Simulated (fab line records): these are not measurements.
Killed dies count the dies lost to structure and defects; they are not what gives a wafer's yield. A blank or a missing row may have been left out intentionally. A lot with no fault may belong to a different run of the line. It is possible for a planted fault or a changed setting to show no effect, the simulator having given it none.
Matching of chambers    flow berkeley_cmos170    UCB170_CONTACT_ETCH_18 on rie_diel-04 has 4 sister chambers
The step etches PSG in CHF3/CF4/Ar, stops on TiSi2, target depth 840 nm, time 195 s. 18 wafers are shown with their chamber, then 9 later ones without.

WAFERS, EACH WITH ITS CHAMBER
wafer   chamber  drypump_motor_current_A (A)  throttle_valve_pct (%)  run_length_s (s)
L874.1  0        6.4                          6.88                    223.3
L874.4  1        5.8                          6.93                    223.5
L874.5  3        5.3                          6.95                    223.1
L875.3  1        5.8                          6.92                    223.4
L875.4  3        5.2                          6.95                    223.2
L875.6  1        5.8                          6.91                    223.5
L876.2  1        5.8                          6.92                    224.0
L876.4  1        5.8                          6.93                    223.8
L876.6  3        5.3                          6.95                    223.0
L887.1  0        6.4                          6.88                    223.1
L887.2  2        5.2                          6.84                    224.1
L887.3  1        5.8                          6.93                    223.8
L891.1  1        5.8                          6.92                    223.5
L891.5  3        5.3                          6.96                    222.9
L891.6  0        6.4                          6.88                    223.3
L892.1  2        5.2                          6.85                    223.7
L892.2  1        5.8                          6.92                    223.4
L892.3  0        6.4                          6.89                    223.2

SIGNATURES (averages over the wafers above)
reading                  chamber 0  chamber 1  chamber 2  chamber 3  scatter within a chamber
drypump_motor_current_A  6.400      5.800      5.200      5.275      0.0231
throttle_valve_pct       6.8825     6.9225     6.8450     6.9525     0.00627
run_length_s             223.225    223.613    223.900    223.050    0.19
Rule: a wafer's distance from a chamber is the root of the sum, over the readings, of the square of ((its reading less the chamber's mean) divided by the reading's scatter). If the next closest chamber is less than 2 further off than the closest, the wafer can't be placed; otherwise it belongs to the closest. The scatter is the square root of a quotient: the sum, over the shown wafers, of each reading's squared deviation from its chamber's mean, divided by wafers minus chambers.

WAFERS WITHOUT THEIR CHAMBER
wafer   drypump_motor_current_A (A)  throttle_valve_pct (%)  run_length_s (s)
L894.1  5.2                          6.83                    224.3
L894.2  5.2                          6.92                    223.4
L894.5  6.4                          6.87                    223.1
L895.2  5.2                          6.93                    223.0
L895.3  6.5                          6.88                    223.3
L895.4  6.4                          6.88                    223.5
L896.1  5.2                          6.85                    223.6
L896.3  5.8                          6.92                    223.8
L896.5  5.2                          6.84                    223.6

THE CHAMBER EACH PASSED THROUGH
wafer   from the rows above  in truth
L894.1  2                    2
L894.2  3                    3
L894.5  0                    0
L895.2  3                    3
L895.3  0                    0
L895.4  0                    0
L896.1  2                    2
L896.3  1                    1
L896.5  2                    2
Correct placement for 9 of the 9. From these rows, 0 cannot be placed. Placed wrongly: 0.
